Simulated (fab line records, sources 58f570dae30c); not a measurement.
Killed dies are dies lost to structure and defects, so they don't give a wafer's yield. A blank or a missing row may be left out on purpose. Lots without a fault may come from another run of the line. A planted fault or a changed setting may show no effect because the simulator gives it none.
fab line records | flow berkeley_cmos170
record lots=14 wafers=42 last_day=13
route steps=331 shown GATE@138 NLDD@167 NSD@193 SILICIDE@210
lots that met no fault: from a run of the same line without faults
start_h: hours from the record's first day to the start of the lot's first wafer shown | wait_h: hours since the lot's step before | " the same as in the row above | L1.1+2: a row that stands for several wafers | - no value, or no start given | * or withheld: withheld | < > ~ a bound
route shown NAME@n: a module of which the file shows steps, and the number in the route of the first | usual: mean/standard deviation of fault-free wafers | same: alike in all rows | chamber/n: place in a boat | sites: the reading at each site | _std_site: their standard deviation | _edge_site: outer sites' mean less inner sites' | radius_mm: how far each site lies from the wafer's centre | mask NAME#n: copy n | behind: the tool/chamber that last shaped the wafer | hold: why the lot was held/for how many hours/how that ended | device: the transistor (n, p or np) that didn't switch | end of line: the same wafers' tests at the end of the route | a step without rows: its recipe alone | killed: dies lost to structure and defects at the first sort, not the wafer's yield | map: a wafer's dies, x killed, . not, _ none there
set.NAME: the setting as run; set.NAME@STEP: as run at that earlier step | model.NAME: the simulator's own value behind a step, which no gauge read
steps of the route over a sample of lots; a table a step, a row a wafer
services: from which hour (start_h, from the record's first day; less than 0 if before it) a tool's chamber was out of use, for how many hours, and why
## steps
# step UCB170_GATE_CD_MEAS_12
# recipe target_cd_nm=350
# usual cd_nm=349.8/1.2
# columns lot.wafer tool chamber start_h wait_h cd_nm
L176.1 cd_sem-01 - 148.62 - 349.3
L176.2 " - " " 349.6
L176.6 " - " " 348.7
L174.2 cd_sem-02 - 148.77 - 347.4
L174.4 " - " " 348.4
L174.6 " - " " 349.5
L175.3 cd_sem-01 - 148.99 - 351.5
L175.4 " - " " 352.0
L175.5 " - " " 352.4
L178.3 cd_sem-02 - 172.40 - 349.9
L178.5 " - " " 349.5
L178.6 " - " " 349.0
L182.2 cd_sem-01 - 185.05 - 348.3
L182.4 " - " " 349.3
L182.5 " - " " 348.9
L181.1 cd_sem-02 - 185.60 - 348.4
L181.4 " - " " 349.5
L181.6 " - " " 348.7
L188.3 cd_sem-01 - 216.54 - 351.0
L188.4 " - " " 352.2
L188.5 " - " " 350.3
L185.3 cd_sem-02 - 216.69 - 348.7
L185.4 " - " " 349.1
L185.6 " - " " 349.0
L186.2 cd_sem-01 - 216.80 - 350.5
L186.3 " - " " 350.5
L186.4 " - " " 351.5
L189.1 cd_sem-01 - 227.15 - 351.1
L189.3 " - " " 350.3
L189.6 " - " " 350.4
L191.2 cd_sem-02 - 239.07 - 348.7
L191.4 " - " " 350.1
L191.6 " - " " 349.8
L192.1 cd_sem-01 - 249.97 - 350.8
L192.4 " - " " 350.6
L192.5 " - " " 350.1
L194.1 cd_sem-01 - 250.67 - 349.6
L194.2 " - " " 348.7
L194.6 " - " " 349.2
L197.3 cd_sem-01 - 277.08 - 348.9
L197.4 " - " " 349.8
L197.5 " - " " 349.3
# step UCB170_GATE_OVL_MEAS_13
# usual GATE_OVL=-5/5.6
# columns lot.wafer tool chamber start_h wait_h GATE_OVL[nm]
L176.1 overlay-01 - 148.74 0.1 -7
L176.2 " - " " -12
L176.6 " - " " -9
L174.2 overlay-02 - 148.87 0.1 4
L174.4 " - " " 5
L174.6 " - " " 5
L175.3 overlay-01 - 149.08 0.1 -7
L175.4 " - " " -4
L175.5 " - " " -1
L178.3 overlay-01 - 172.49 0.1 -9
L178.5 " - " " -5
L178.6 " - " " -9
L182.2 overlay-02 - 185.16 0.1 -7
L182.4 " - " " -3
L182.5 " - " " -8
L181.1 overlay-01 - 185.72 0.1 6
L181.4 " - " " -6
L181.6 " - " " 0
L188.3 overlay-02 - 216.64 0.1 -1
L188.4 " - " " 0
L188.5 " - " " -4
L185.3 overlay-02 - 216.79 0.1 1
L185.4 " - " " -1
L185.6 " - " " -7
L186.2 overlay-01 - 216.91 0.1 -24
L186.3 " - " " -12
L186.4 " - " " -14
L189.1 overlay-02 - 227.27 0.1 -10
L189.3 " - " " -1
L189.6 " - " " -14
L191.2 overlay-01 - 239.18 0.1 -2
L191.4 " - " " -9
L191.6 " - " " -1
L192.1 overlay-02 - 250.09 0.1 4
L192.4 " - " " -6
L192.5 " - " " -2
L194.1 overlay-02 - 250.79 0.1 -1
L194.2 " - " " 0
L194.6 " - " " 0
L197.3 overlay-01 - 277.17 0.1 -2
L197.4 " - " " 5
L197.5 " - " " -3
# step UCB170_NLDD_IMPLANT_09
# recipe species=As dose_cm2=5e+13 energy_kev=30 tilt_deg=7 rotation_deg=180
# usual faraday_current_uA=159/3.2
# columns lot.wafer tool chamber start_h wait_h faraday_current_uA
L176.1 implanter-02 0 152.66 0.1 156
L176.2 " 0 " " 158
L176.6 " 0 " " 167
L174.2 implanter-04 0 153.12 0.1 159
L174.4 " 0 " " 160
L174.6 " 0 " " 164
L175.3 implanter-03 0 153.42 0.1 155
L175.4 " 0 " " 159
L175.5 " 0 " " 165
L178.3 implanter-03 0 176.57 0.1 158
L178.5 " 0 " " 159
L178.6 " 0 " " 158
L182.2 implanter-02 0 189.75 0.1 160
L182.4 " 0 " " 155
L182.5 " 0 " " 161
L181.1 implanter-04 0 189.97 0.1 159
L181.4 " 0 " " 160
L181.6 " 0 " " 152
L188.3 implanter-03 0 223.02 0.1 158
L188.4 " 0 " " 158
L188.5 " 0 " " 165
L186.2 implanter-02 0 223.03 0.1 158
L186.3 " 0 " " 155
L186.4 " 0 " " 158
L185.3 implanter-04 0 223.30 0.1 155
L185.4 " 0 " " 163
L185.6 " 0 " " 157
L189.1 implanter-04 0 232.57 0.1 163
L189.3 " 0 " " 159
L189.6 " 0 " " 155
L191.2 implanter-04 0 243.41 0.1 155
L191.4 " 0 " " 159
L191.6 " 0 " " 158
L192.1 implanter-04 0 256.64 0.1 161
L192.4 " 0 " " 159
L192.5 " 0 " " 162
L194.1 implanter-03 0 256.85 0.1 161
L194.2 " 0 " " 156
L194.6 " 0 " " 157
L197.3 implanter-03 0 280.63 0.1 157
L197.4 " 0 " " 161
L197.5 " 0 " " 163
# step UCB170_NSD_CD_MEAS_06
# recipe target_cd_nm=1200
# usual cd_nm=1200.2/1.5
# columns lot.wafer tool chamber start_h wait_h cd_nm
L176.1 cd_sem-02 - 163.17 - 1199.7
L176.2 " - " " 1201.8
L176.6 " - " " 1201.3
L175.3 cd_sem-01 - 163.46 - 1200.9
L175.4 " - " " 1200.4
L175.5 " - " " 1201.0
L174.2 cd_sem-02 - 163.68 - 1199.7
L174.4 " - " " 1199.3
L174.6 " - " " 1200.5
L178.3 cd_sem-02 - 185.90 - 1200.4
L178.5 " - " " 1199.3
L178.6 " - " " 1199.8
L182.2 cd_sem-02 - 203.93 - 1198.1
L182.4 " - " " 1199.0
L182.5 " - " " 1198.8
L181.1 cd_sem-01 - 204.22 - 1199.7
L181.4 " - " " 1199.8
L181.6 " - " " 1198.6
L185.3 cd_sem-02 - 232.29 - 1202.0
L185.4 " - " " 1202.5
L185.6 " - " " 1201.2
L188.3 cd_sem-02 - 232.41 - 1199.6
L188.4 " - " " 1198.7
L188.5 " - " " 1200.8
L186.2 cd_sem-01 - 232.42 - 1201.8
L186.3 " - " " 1201.8
L186.4 " - " " 1201.5
L189.1 cd_sem-02 - 243.43 - 1198.5
L189.3 " - " " 1201.7
L189.6 " - " " 1201.2
L191.2 cd_sem-02 - 255.17 - 1201.7
L191.4 " - " " 1201.8
L191.6 " - " " 1202.0
L192.1 cd_sem-02 - 268.69 - 1200.5
L192.4 " - " " 1199.1
L192.5 " - " " 1198.1
L194.1 cd_sem-01 - 268.94 - 1199.2
L194.2 " - " " 1198.3
L194.6 " - " " 1197.7
L197.3 cd_sem-02 - 289.27 - 1200.0
L197.4 " - " " 1200.2
L197.5 " - " " 1199.5
# step UCB170_SDANNEAL_RS_MEAS_05
# recipe thk_meas_gauge=four-point-probe
# usual NLDD_RS=616.3/1.4
# columns lot.wafer tool chamber start_h wait_h hold NLDD_RS[ohm/sq]
L176.1 film_metro-02 - 165.23 0.1 - 616.9
L176.2 " - " " - 619.3
L176.6 " - " " - 617.0
L175.3 film_metro-03 - 165.41 0.1 - 617.8
L175.4 " - " " - 619.7
L175.5 " - " " - 619.8
L174.2 film_metro-02 - 165.73 0.1 - 614.6
L174.4 " - " " - 612.4
L174.6 " - " " - 614.6
L178.3 film_metro-02 - 188.07 0.1 - 615.0
L178.5 " - " " - 616.2
L178.6 " - " " - 616.5
L182.2 film_metro-03 - 205.78 0.1 - 617.6
L182.4 " - " " - 617.3
L182.5 " - " " - 618.1
L181.1 film_metro-01 - 206.07 0.1 - 617.0
L181.4 " - " " - 617.4
L181.6 " - " " - 616.6
L185.3 film_metro-02 - 234.14 0.1 - 613.6
L185.4 " - " " - 614.2
L185.6 " - " " - 615.1
L188.3 film_metro-01 - 234.51 0.1 - 616.4
L188.4 " - " " - 616.1
L188.5 " - " " - 615.6
L186.2 film_metro-03 - 234.52 0.1 - 617.1
L186.3 " - " " - 617.2
L186.4 " - " " - 617.2
L189.1 film_metro-01 - 245.28 0.1 - 614.2
L189.3 " - " " - 614.3
L189.6 " - " " - 615.3
L191.2 film_metro-02 - 257.40 0.1 await_dispo/0.2h/release 628.1
L191.4 " - " " await_dispo/0.2h/release 629.1
L191.6 " - " " await_dispo/0.2h/release 627.6
L191.2 film_metro-02 - 257.69 0.3 - 628.0
L191.4 " - " " - 628.1
L191.6 " - " " - 627.3
L192.1 film_metro-02 - 270.88 0.1 await_dispo/0.2h/release 626.5
L192.4 " - " " await_dispo/0.2h/release 627.9
L192.5 " - " " await_dispo/0.2h/release 626.9
L192.1 film_metro-02 - 271.19 0.3 - 626.1
L192.4 " - " " - 626.4
L192.5 " - " " - 625.9
L194.1 film_metro-03 - 271.07 0.1 - 618.3
L194.2 " - " " - 617.1
L194.6 " - " " - 618.5
L197.3 film_metro-03 - 291.86 0.1 - 617.6
L197.4 " - " " - 616.7
L197.5 " - " " - 616.7
# step UCB170_SILICIDE_PRE_CLEAN_00
# recipe gas=Ar preclean_etch_time_s=60
# columns lot.wafer tool chamber start_h wait_h hold
L176.1+2+6 pvd_sputter-03 - 165.35 0.1 -
L175.3+4+5 pvd_sputter-04 - 165.49 0.1 -
L174.2+4+6 pvd_sputter-02 - 165.83 0.1 -
L178.3+5+6 pvd_sputter-04 - 188.15 0.1 -
L182.2+4+5 pvd_sputter-04 - 205.88 0.1 -
L181.1+4+6 pvd_sputter-03 - 206.19 0.1 -
L185.3+4+6 pvd_sputter-03 - 234.22 0.1 -
L188.3+4+5 pvd_sputter-02 - 234.59 0.1 -
L186.2+3+4 pvd_sputter-04 - 234.62 0.1 -
L189.1+3+6 pvd_sputter-04 - 245.40 0.1 -
L191.2+4+6 pvd_sputter-04 - 258.63 0.9 await_dispo/0.8h/release
L194.1+2+6 pvd_sputter-02 - 271.19 0.1 -
L192.1+4+5 pvd_sputter-03 - 276.20 5.0 await_dispo/4.9h/release
L197.3+4+5 pvd_sputter-02 - 291.94 0.1 -
## services
# columns tool chamber start_h hours kind
implanter-03 - 184.78 2.1 repair
implanter-03 - 189.64 3.0 repair
implanter-04 - 204.65 4.4 pm
implanter-02 - 206.26 5.9 repair
pvd_sputter-02 - 212.16 1.3 repair
pvd_sputter-04 - 224.17 1.5 repair
implanter-04 - 234.80 5.0 repair
implanter-03 - 249.98 0.7 repair
implanter-02 - 254.53 5.1 repair
pvd_sputter-03 - 267.00 1.9 repair
pvd_sputter-04 - 282.95 2.9 repair
implanter-03 - 289.45 6.9 repair
## key
first_sign step=UCB170_SDANNEAL_RS_MEAS_05 reading=NLDD_RS direction=up sigmas=7.9 usual=616.3 struck=627.7
effect step=UCB170_SDANNEAL_RS_MEAS_05 reading=hold direction=added
met_at UCB170_NLDD_IMPLANT_09
struck_lots L191,L192
rows_end L191.2,L191.4,L191.6,L192.1,L192.4,L192.5
not_acting_at UCB170_GATE_CD_MEAS_12,UCB170_GATE_OVL_MEAS_13,UCB170_NSD_CD_MEAS_06
onset_between 232.57 243.41
fault kind=process_parameter_drift tool=implanter-04 chamber=- onset_h=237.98 steps=UCB170_NLDD_IMPLANT_09 channel=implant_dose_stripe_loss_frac offset=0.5 shape=step end_h=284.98
# rows_end: these wafers met a further fault down the route, and their rows from its step on are left out
